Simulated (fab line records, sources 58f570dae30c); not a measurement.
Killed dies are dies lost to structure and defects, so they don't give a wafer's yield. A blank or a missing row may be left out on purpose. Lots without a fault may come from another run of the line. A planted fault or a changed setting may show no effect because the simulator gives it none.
fab line records | flow berkeley_cmos170
record lots=5 wafers=23
route steps=331 shown M2@288 V2@299 M3@310
start_h: hours from the record's first day to the start of the lot's first wafer shown | wait_h: hours since the lot's step before | " the same as in the row above | L1.1+2: a row that stands for several wafers | - no value, or no start given | * or withheld: withheld | < > ~ a bound
route shown NAME@n: a module of which the file shows steps, and the number in the route of the first | usual: mean/standard deviation of fault-free wafers | same: alike in all rows | chamber/n: place in a boat | sites: the reading at each site | _std_site: their standard deviation | _edge_site: outer sites' mean less inner sites' | radius_mm: how far each site lies from the wafer's centre | mask NAME#n: copy n | behind: the tool/chamber that last shaped the wafer | hold: why the lot was held/for how many hours/how that ended | device: the transistor (n, p or np) that didn't switch | end of line: the same wafers' tests at the end of the route | a step without rows: its recipe alone | killed: dies lost to structure and defects at the first sort, not the wafer's yield | map: a wafer's dies, x killed, . not, _ none there
set.NAME: the setting as run; set.NAME@STEP: as run at that earlier step | model.NAME: the simulator's own value behind a step, which no gauge read
lots whose settings were changed on purpose; a table a step, a row a wafer
## steps
# step UCB170_M2_ETCH_17
# recipe chemistry=N2/H2 target_depth_a=withheld overetch_a=withheld target=BARC time_s=withheld source_w=500 bias_w=100 pressure_mtorr=30 n2_flow_sccm=100 h2_flow_sccm=200
# columns lot.wafer tool chamber start_h wait_h set.bias_w set.peb_temp_c@M2_PEB_13 model.M2.cd_nm
L077.1 rie_diel-02 1 170.10 0.0 100 130 699.9
L077.2 " 2 " " 100 131.8 688.9
L077.3 " 3 " " 111.9 130 700.3
L077.4 " 2 " " 111.9 131.8 688.2
L077.6 " 3 " " 111.9 130 701.4
L079.1 rie_diel-04 1 185.90 0.0 106.4 130 697.8
L079.2 " 0 " " 106.4 133.4 678.6
L079.3 " 0 " " 100 133.4 680.4
L079.5 " 1 " " 100 130 698.5
L079.6 " 0 " " 106.4 130 699.9
L082.2 rie_diel-02 1 197.34 0.0 100 130 699.4
L082.3 " 2 " " 100 130 700.7
L082.5 " 2 " " 100 130 700.1
L084.1 rie_diel-02 0 205.52 0.0 92.8 128.6 709.8
L084.3 " 2 " " 92.8 130 700.1
L084.4 " 1 " " 100 128.6 709.6
L084.5 " 1 " " 92.8 130 699.4
L084.6 " 2 " " 100 130 699.4
L085.2 rie_diel-02 1 230.95 0.0 100 130 698.3
L085.3 " 3 " " 109.3 130 699.8
L085.4 " 0 " " 109.3 130 700
L085.5 " 2 " " 109.3 130 700.3
L085.6 " 1 " " 100 130 698.7
# step UCB170_M2_METAL_ETCH_18
# recipe chemistry=Cl2/BCl3 target=Al stop_on=SiO2 pressure_mtorr=12 target_depth_a=11700 over_etch_frac=0.3 time_s=195 icp_w=600 bias_w=120 Cl2_flow_sccm=90 bcl3_flow_sccm=45
# step UCB170_M2_STRIP_19
# recipe chemistry=O2 power_w=400 pressure_mtorr=3500 platen_temp_c=withheld o2_flow_sccm=400 overash_fraction=0.5
# step UCB170_M2_CD_MEAS_90
# recipe target_cd_nm=700
# usual cd_nm=698.8/2.9
# columns lot.wafer tool chamber start_h wait_h set.peb_temp_c@M2_PEB_13 cd_nm
L077.1 cd_sem-01 - 170.43 0.1 130 702.8
L077.2 " - " " 131.8 684.8
L077.3 " - " " 130 697.7
L077.4 " - " " 131.8 692.7
L077.6 " - " " 130 705.2
L079.1 cd_sem-01 - 186.25 0.1 130 697.8
L079.2 " - " " 133.4 678.4
L079.3 " - " " 133.4 681.7
L079.5 " - " " 130 699.8
L079.6 " - " " 130 698.7
L082.2 cd_sem-02 - 197.68 0.1 130 698.3
L082.3 " - " " 130 701.0
L082.5 " - " " 130 697.5
L084.1 cd_sem-01 - 205.85 0.1 128.6 707.8
L084.3 " - " " 130 698.8
L084.4 " - " " 128.6 704.3
L084.5 " - " " 130 695.9
L084.6 " - " " 130 695.4
L085.2 cd_sem-02 - 231.38 0.2 130 695.2
L085.3 " - " " 130 698.6
L085.4 " - " " 130 696.9
L085.5 " - " " 130 696.6
L085.6 " - " " 130 696.8
# step UCB170_V2_COAT_07
# recipe resist=KrF spin_rpm=1500 resist_thk_nm=900
# columns lot.wafer tool chamber start_h wait_h set.resist_thk_nm model.KrF_of_V2_COAT_07.thk_nm
L077.1 litho_track-04 0 172.37 0.1 900 902.4
L077.2 " 0 " " 862.2 862.9
L077.3 " 0 " " 900 903.2
L077.4 " 0 " " 862.2 863.5
L077.6 " 0 " " 862.2 869.6
L079.1 litho_track-02 0 189.72 0.1 900 901.1
L079.2 " 0 " " 922.1 924.3
L079.3 " 0 " " 922.1 919.5
L079.5 " 0 " " 900 900
L079.6 " 0 " " 922.1 923.4
L082.2 litho_track-04 0 199.82 0.1 900 902.2
L082.3 " 0 " " 900 904.4
L082.5 " 0 " " 900 901.1
L084.1 litho_track-02 0 208.60 0.1 900 898.2
L084.3 " 0 " " 900 898.3
L084.4 " 0 " " 900 898.8
L084.5 " 0 " " 900 899.9
L084.6 " 0 " " 900 896.7
L085.2 litho_track-02 0 233.22 0.1 847.3 847.9
L085.3 " 0 " " 900 897.2
L085.4 " 0 " " 847.3 851.8
L085.5+6 " 0 " " 900 901
# step UCB170_V2_SOFTBAKE_08
# recipe resist=KrF temp_c=130 time_s=60
# step UCB170_V2_EXPOSE_09
# recipe mask_id=VIA2 target_cd_nm=700 na=0.5 sigma_outer=0.6 source_shape=conventional dose_mj=37
# step UCB170_V2_ETCH_14
# recipe chemistry=CHF3/CF4/Ar target=SiO2 stop_on=Al CHF3_flow_sccm=45 cf4_flow_sccm=15 Ar_flow_sccm=150 pressure_mtorr=200 rf_w=700 target_depth_a=12500 over_etch_frac=0.25 time_s=291
# columns lot.wafer tool chamber start_h wait_h set.resist_thk_nm@V2_COAT_07 model.KrF_of_V2_COAT_07.thk_nm
L077.1 rie_diel-01 3 173.82 0.0 900 614.3
L077.2 " 2 " " 862.2 565.6
L077.3 " 1 " " 900 606.5
L077.4 " 1 " " 862.2 568.8
L077.6 " 3 " " 862.2 580.2
L079.1 rie_diel-03 1 191.11 0.0 900 615.3
L079.2 " 3 " " 922.1 638.8
L079.3 " 0 " " 922.1 637.8
L079.5 " 3 " " 900 613.1
L079.6 " 0 " " 922.1 639.7
L082.2+5 rie_diel-03 2,0 201.06 0.0 900 619.5
L082.3 " 3 " " 900 625.2
L084.1 rie_diel-03 3 209.45 0.0 900 613
L084.3 " 0 " " 900 612.4
L084.4 " 1 " " 900 609.7
L084.5 " 0 " " 900 613.1
L084.6 " 3 " " 900 610
L085.2 rie_diel-01 1 234.29 0.0 847.3 556.4
L085.3 " 2 " " 900 605.4
L085.4 " 0 " " 847.3 566.9
L085.5 " 3 " " 900 613.8
L085.6 " 0 " " 900 615.5
# step UCB170_V2_STRIP_15
# recipe chemistry=O2 power_w=400 pressure_mtorr=3500 platen_temp_c=withheld o2_flow_sccm=400 overash_fraction=0.5
# usual strip_time_to_endpoint_s=15.38/0.1
# columns lot.wafer tool chamber start_h wait_h set.resist_thk_nm@V2_COAT_07 strip_time_to_endpoint_s
L077.1 plasma_asher-01 0 174.00 0.1 900 15.41
L077.2 " 1 " " 862.2 14.26
L077.3 " 1 " " 900 15.21
L077.4 " 0 " " 862.2 14.34
L077.6 " 0 " " 862.2 14.60
L079.1 plasma_asher-04 0 191.29 0.1 900 15.42
L079.2 " 1 " " 922.1 15.91
L079.3 " 0 " " 922.1 15.90
L079.5 " 0 " " 900 15.39
L079.6 " 1 " " 922.1 15.95
L082.2 plasma_asher-01 0 201.24 0.1 900 15.54
L082.3 " 0 " " 900 15.66
L082.5 " 0 " " 900 15.54
L084.1 plasma_asher-04 1 209.63 0.1 900 15.38
L084.3 " 0 " " 900 15.35
L084.4 " 1 " " 900 15.30
L084.5 " 1 " " 900 15.38
L084.6 " 0 " " 900 15.32
L085.2 plasma_asher-02 1 234.47 0.1 847.3 14.05
L085.3 " 1 " " 900 15.20
L085.4 " 0 " " 847.3 14.30
L085.5 " 1 " " 900 15.40
L085.6 " 0 " " 900 15.44
# step UCB170_M3_SPUTTER_01
# recipe material=Al target_thk_nm=900 time_s=120 power_w=6000 chamber_pressure_pa=0.5
# columns lot.wafer tool chamber start_h wait_h set.time_s model.Al_of_M3_SPUTTER_01.thk_nm
L077.1 pvd_sputter-01 - 174.29 0.0 103.9 763.7
L077.2 " - " " 103.9 769.5
L077.3 " - " " 120 887.2
L077.4 " - " " 120 879
L077.6 " - " " 103.9 752.7
L079.1 pvd_sputter-01 - 191.57 0.0 120 905.8
L079.2 " - " " 120 891.3
L079.3 " - " " 120 901.8
L079.5 " - " " 120 900.5
L079.6 " - " " 120 902.9
L082.2 pvd_sputter-01 - 201.52 0.0 120 898.1
L082.3 " - " " 120 889.2
L082.5 " - " " 120 896.1
L084.1 pvd_sputter-04 - 209.91 0.0 120 896
L084.3 " - " " 120 894.4
L084.4 " - " " 113.6 848.3
L084.5 " - " " 113.6 850.4
L084.6 " - " " 120 902
L085.2 pvd_sputter-03 - 234.76 0.0 120 887.8
L085.3 " - " " 107.9 802.1
L085.4 " - " " 107.9 808.5
L085.5 " - " " 120 891.7
L085.6 " - " " 107.9 800.7
# step UCB170_M3_RS_MEAS_02
# recipe thk_meas_gauge=four-point-probe reads=Al_of_M3_SPUTTER_01
# usual M3_AL_RS=0.03232/0.00027
# columns lot.wafer tool chamber start_h wait_h set.time_s@M3_SPUTTER_01 M3_AL_RS[ohm/sq]
L077.1 film_metro-01 - 174.37 0.0 103.9 0.03804
L077.2 " - " " 103.9 0.03773
L077.3 " - " " 120 0.03265
L077.4 " - " " 120 0.03299
L077.6 " - " " 103.9 0.03864
L079.1 film_metro-03 - 191.66 0.0 120 0.03206
L079.2 " - " " 120 0.03254
L079.3 " - " " 120 0.03218
L079.5 " - " " 120 0.03215
L079.6 " - " " 120 0.0321
L082.2 film_metro-04 - 201.63 0.1 120 0.03231
L082.3 " - " " 120 0.03255
L082.5 " - " " 120 0.03237
L084.1 film_metro-04 - 210.00 0.0 120 0.03227
L084.3 " - " " 120 0.03242
L084.4 " - " " 113.6 0.03415
L084.5 " - " " 113.6 0.03415
L084.6 " - " " 120 0.03209
L085.2 film_metro-03 - 234.86 0.1 120 0.0327
L085.3 " - " " 107.9 0.03622
L085.4 " - " " 107.9 0.03591
L085.5 " - " " 120 0.03258
L085.6 " - " " 107.9 0.03633
# step UCB170_M3_THK_MEAS_03
# recipe thk_meas_gauge=xrf reads=Al_of_M3_SPUTTER_01
# usual M3_AL_THK=887/11
# columns lot.wafer tool chamber start_h wait_h set.time_s@M3_SPUTTER_01 M3_AL_THK[nm]
L077.1 film_metro-01 - 174.49 0.1 103.9 750
L077.2 " - " " 103.9 757
L077.3 " - " " 120 870
L077.4 " - " " 120 865
L077.6 " - " " 103.9 737
L079.1 film_metro-03 - 191.78 0.1 120 900
L079.2 " - " " 120 883
L079.3 " - " " 120 896
L079.5 " - " " 120 893
L079.6 " - " " 120 893
L082.2 film_metro-04 - 201.74 0.1 120 892
L082.3 " - " " 120 877
L082.5 " - " " 120 886
L084.1 film_metro-04 - 210.12 0.1 120 892
L084.3 " - " " 120 890
L084.4 " - " " 113.6 842
L084.5 " - " " 113.6 846
L084.6 " - " " 120 896
L085.2 film_metro-03 - 234.97 0.1 120 872
L085.3 " - " " 107.9 790
L085.4 " - " " 107.9 800
L085.5 " - " " 120 882
L085.6 " - " " 107.9 788
# step UCB170_M3_METAL_ETCH_18
# recipe chemistry=Cl2/BCl3 target=Al stop_on=SiO2 pressure_mtorr=12 target_depth_a=11700 over_etch_frac=0.3 time_s=195 icp_w=600 bias_w=120 Cl2_flow_sccm=90 bcl3_flow_sccm=45
# usual oes_product_au=0.843/0.017
# columns lot.wafer tool chamber start_h wait_h set.icp_w set.time_s@M3_SPUTTER_01 oes_product_au model.KrF_of_M3_COAT_10.thk_nm
L077.1 rie_metal-02 1 177.59 - 600 103.9 0.763 -
L077.2 " 0 " " 600 103.9 0.775 -
L077.3 " 0 " " 618.7 120 0.823 193.3
L077.4 " 1 " " 600 120 0.823 206.6
L077.6 " 1 " " 618.7 103.9 0.749 -
L079.1 rie_metal-02 1 199.84 - 600 120 0.837 199.1
L079.2 " 0 " " 651.5 120 0.833 158.7
L079.3 " 1 " " 600 120 0.835 205.4
L079.5 " 1 " " 600 120 0.842 198.6
L079.6 " 0 " " 651.5 120 0.838 157.1
L082.2 rie_metal-03 0 206.09 - 600 120 0.866 207.9
L082.3 " 0 " " 600 120 0.863 204.3
L082.5 " 1 " " 600 120 0.847 200.9
L084.1 rie_metal-02 1 212.08 - 600 120 0.827 193.4
L084.3 " 0 " " 600 120 0.833 206
L084.4 " 1 " " 600 113.6 0.803 -
L084.5 " 1 " " 600 113.6 0.805 -
L084.6 " 0 " " 600 120 0.837 213.8
L085.2 rie_metal-02 1 239.31 - 533.3 120 0.821 271.7
L085.3 " 1 " " 533.3 107.9 0.783 -
L085.4 " 0 " " 533.3 107.9 0.787 -
L085.5 " 0 " " 600 120 0.821 218.4
L085.6 " 1 " " 600 107.9 0.773 -
# step UCB170_M3_STRIP_19
# recipe chemistry=O2 power_w=400 pressure_mtorr=3500 platen_temp_c=withheld o2_flow_sccm=400 overash_fraction=0.5
# usual oes_product_au=0.538/0.0079
# columns lot.wafer tool chamber start_h wait_h set.icp_w@M3_METAL_ETCH_18 oes_product_au
L077.1 plasma_asher-04 0 177.77 0.1 600 0.542
L077.2 " 1 " " 600 0.547
L077.3 " 0 " " 618.7 0.527
L077.4 " 1 " " 600 0.550
L077.6 " 0 " " 618.7 0.508
L079.1 plasma_asher-04 1 200.03 0.1 600 0.529
L079.2 " 0 " " 651.5 0.487
L079.3 " 1 " " 600 0.542
L079.5 " 1 " " 600 0.528
L079.6 " 0 " " 651.5 0.483
L082.2 plasma_asher-01 0 206.27 0.1 600 0.536
L082.3 " 0 " " 600 0.533
L082.5 " 1 " " 600 0.531
L084.1 plasma_asher-03 0 212.27 0.1 600 0.521
L084.3 " 1 " " 600 0.539
L084.4 " 0 " " 600 0.535
L084.5 " 1 " " 600 0.535
L084.6 " 0 " " 600 0.546
L085.2 plasma_asher-04 1 239.50 0.1 533.3 0.604
L085.3 " 0 " " 533.3 0.598
L085.4 " 1 " " 533.3 0.620
L085.5 " 1 " " 600 0.556
L085.6 " 0 " " 600 0.536
## key
split step=UCB170_M2_ETCH_17 setting=bias_w stated=100 by=wafer
response none clear
split step=UCB170_V2_COAT_07 setting=resist_thk_nm stated=900 by=wafer
response step=UCB170_V2_COAT_07 reading=model.KrF_of_V2_COAT_07.thk_nm change=+8.68 per=1% r=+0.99
response step=UCB170_V2_ETCH_14 reading=model.KrF_of_V2_COAT_07.thk_nm change=+8.9 per=1% r=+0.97
response step=UCB170_V2_STRIP_15 reading=strip_time_to_endpoint_s change=* per=1% r=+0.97
split step=UCB170_M3_SPUTTER_01 setting=time_s stated=120 by=wafer
response step=UCB170_M3_SPUTTER_01 reading=model.Al_of_M3_SPUTTER_01.thk_nm change=+8.86 per=1% r=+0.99
response step=UCB170_M3_RS_MEAS_02 reading=M3_AL_RS change=-0.000377 per=1% r=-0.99
response step=UCB170_M3_THK_MEAS_03 reading=M3_AL_THK change=+8.76 per=1% r=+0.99
response step=UCB170_M3_METAL_ETCH_18 reading=oes_product_au change=+0.00442 per=1% r=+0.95
split step=UCB170_M3_METAL_ETCH_18 setting=icp_w stated=600 by=wafer
response step=UCB170_M3_METAL_ETCH_18 reading=model.KrF_of_M3_COAT_10.thk_nm change=-4.91 per=1% r=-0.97
response step=UCB170_M3_STRIP_19 reading=oes_product_au change=-0.00573 per=1% r=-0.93
split outside_this_file step=UCB170_M2_PEB_13 setting=peb_temp_c
# split outside_this_file: this setting was split too, and the file shows its column; the key of that split is in another file
